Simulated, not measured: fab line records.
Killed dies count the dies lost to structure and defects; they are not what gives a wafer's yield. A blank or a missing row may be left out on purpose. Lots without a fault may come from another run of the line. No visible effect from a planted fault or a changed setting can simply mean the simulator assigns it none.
fab line records | flow rit-cmos
record lots=13 wafers=39 last-day=7
route steps=202 shown ACTIVE@9
lots that met no fault: taken from a fault-free run of the same line
start-h: the number of hours between the record's first day and the start of the first shown wafer of the lot | wait-h: hours elapsed since this lot's preceding step | " repeats the value in the row above | L1.1+2: several wafers, shown together as one row | - value missing, or start not given | * or withheld: withheld | < > ~ a bound
route shown NAME@n: names a module that has steps shown in the file, with the first one's number in the route | usual: the fault-free wafers' mean and standard deviation | same: alike in all rows | chamber/n: place in a boat | sites: readings site by site | _std_site: how widely they spread, as a standard deviation | _edge_site: outer sites' mean less inner sites' | radius-mm: how far each site lies from the wafer's centre | mask NAME#n: copy n | behind: the tool/chamber that last shaped the wafer | hold: the reason the lot was held/the length of the hold in hours/how it ended | device: which transistor (n, p or np) failed to switch | end of line: the same wafers' tests at the end of the route | for a step that has no rows: nothing shown but its recipe | killed: the dies lost at the first sort to structure and to defects; this is not the yield of the wafer | map: the dies of a wafer, with x for killed, . for not killed, _ for no die there
set.NAME: setting as actually run; set.NAME@STEP: the setting as run at that earlier step | model.NAME: the simulator's own value behind a step, which no gauge read
route steps across a sampled set of lots; one table per step, one row per wafer
services: when a tool's chamber went out of use (start-h, in hours from the record's first day, below 0 if earlier), for how many hours, and the reason
## steps
# step RIT_ACTIVE_EXPOSE_08
# recipe mask-id=M1 na=0.6 source-shape=conventional sigma-outer=0.6 target-cd-nm=1400 dose-mj=225
# usual exposure-dose-mJ-cm2=222.79/0.23
# columns lot.wafer tool chamber start-h wait-h mask exposure-dose-mJ-cm2
L458.2 iline-stepper-01 0 19.18 0.2 M1#0 222.77
L458.3 " 0 " " M1#0 222.54
L458.5 " 0 " " M1#0 222.52
L459.2 iline-stepper-02 0 24.89 0.2 M1#0 222.86
L459.3 " 0 " " M1#0 222.67
L459.6 " 0 " " M1#0 222.62
L460.2 iline-stepper-01 0 29.18 0.2 M1#0 223.17
L460.4 " 0 " " M1#0 222.79
L460.5 " 0 " " M1#0 223.03
L461.1 iline-stepper-01 0 35.63 0.1 M1#0 222.51
L461.3 " 0 " " M1#0 222.57
L461.6 " 0 " " M1#0 222.39
L462.2 iline-stepper-02 0 40.35 0.2 M1#0 222.85
L462.5 " 0 " " M1#0 222.92
L462.6 " 0 " " M1#0 223.01
L463.1 iline-stepper-02 0 44.35 0.1 M1#0 223.11
L463.3 " 0 " " M1#0 222.75
L463.5 " 0 " " M1#0 223.09
L464.1 iline-stepper-01 0 50.35 0.2 M1#0 223.04
L464.2 " 0 " " M1#0 223.08
L464.6 " 0 " " M1#0 222.82
L467.2 iline-stepper-01 0 65.09 0.1 M1#0 223.57
L467.4 " 0 " " M1#0 223.27
L467.5 " 0 " " M1#0 223.10
L468.1 iline-stepper-02 0 69.17 0.2 M1#0 222.54
L468.2 " 0 " " M1#0 222.70
L468.5 " 0 " " M1#0 222.54
L470.3 iline-stepper-02 0 79.20 0.2 M1#0 222.71
L470.4 " 0 " " M1#0 222.70
L470.5 " 0 " " M1#0 222.82
L476.1 iline-stepper-02 0 109.04 0.1 M1#0 216.11
L476.3 " 0 " " M1#0 215.96
L476.5 " 0 " " M1#0 215.78
L478.3 iline-stepper-01 0 119.20 0.2 M1#0 223.07
L478.5 " 0 " " M1#0 223.41
L478.6 " 0 " " M1#0 223.10
L479.1 iline-stepper-01 0 124.04 0.1 M1#0 222.71
L479.3 " 0 " " M1#0 222.32
L479.4 " 0 " " M1#0 222.80
# step RIT_ACTIVE_CD_MEAS_11
# recipe target-cd-nm=1400
# usual cd-nm=1400.1/2.5
# columns lot.wafer tool chamber start-h wait-h cd-nm
L458.2 cd-sem-01 - 19.58 - 1399.6
L458.3 " - " " 1402.6
L458.5 " - " " 1401.9
L459.2 cd-sem-01 - 25.29 - 1398.6
L459.3 " - " " 1398.3
L459.6 " - " " 1398.5
L460.2 cd-sem-02 - 29.58 - 1399.9
L460.4 " - " " 1397.0
L460.5 " - " " 1396.7
L461.1 cd-sem-01 - 36.03 - 1402.1
L461.3 " - " " 1401.9
L461.6 " - " " 1402.3
L462.2 cd-sem-01 - 40.75 - 1403.9
L462.5 " - " " 1402.3
L462.6 " - " " 1401.6
L463.1 cd-sem-01 - 44.79 - 1400.9
L463.3 " - " " 1399.9
L463.5 " - " " 1399.0
L464.1 cd-sem-01 - 50.75 - 1395.7
L464.2 " - " " 1396.9
L464.6 " - " " 1398.0
L467.2 cd-sem-02 - 65.49 - 1400.0
L467.4 " - " " 1399.8
L467.5 " - " " 1397.8
L468.1 cd-sem-02 - 69.56 - 1404.5
L468.2 " - " " 1403.6
L468.5 " - " " 1403.8
L470.3 cd-sem-01 - 79.60 - 1401.7
L470.4 " - " " 1401.1
L470.5 " - " " 1400.2
L476.1 cd-sem-01 - 109.44 - 1365.0
L476.3 " - " " 1335.9
L476.5 " - " " 1335.8
L478.3 cd-sem-02 - 119.62 - 1395.8
L478.5 " - " " 1398.6
L478.6 " - " " 1398.3
L479.1 cd-sem-01 - 124.44 - 1401.4
L479.3 " - " " 1399.4
L479.4 " - " " 1401.5
## services
# columns tool chamber start-h hours kind
iline-stepper-02 - 28.05 0.7 repair
iline-stepper-01 - 39.23 2.1 pm
iline-stepper-01 - 41.32 - consumable-replace:lamp
iline-stepper-02 0 49.84 - calibration
iline-stepper-01 - 94.29 4.7 repair
iline-stepper-02 - 101.10 - consumable-replace:lamp
iline-stepper-02 - 119.09 6.5 repair
## key
first-sign step=RIT_ACTIVE_EXPOSE_08 reading=exposure-dose-mJ-cm2 direction=down sigmas=30 usual=222.79 struck=215.95
effect step=RIT_ACTIVE_CD_MEAS_11 reading=cd-nm direction=down sigmas=22 usual=1400.1 struck=1345.6 through=control-loop
met-at RIT_ACTIVE_EXPOSE_08
struck-lots L476
tester-left-out L476
loop-trim step=RIT_ACTIVE_EXPOSE_08 setting=dose lots=L476
onset-between 79.20 109.04
fault kind=process-parameter-drift tool=iline-stepper-02 chamber=- onset-h=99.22 steps=RIT_ACTIVE_EXPOSE_08 channel=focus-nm offset=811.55 spread-by-wafer=0.3 shape=step end-h=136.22
# tester-left-out: of these lots the tester's yield and bins aren't shown, on N5 and GAA mostly nor the transistor test; their killed dies are dies lost to structure and defects alone, not to doping, threshold or leakage, so they don't give the yield
# loop-trim: a control loop set the setting to another value than it would have without faults
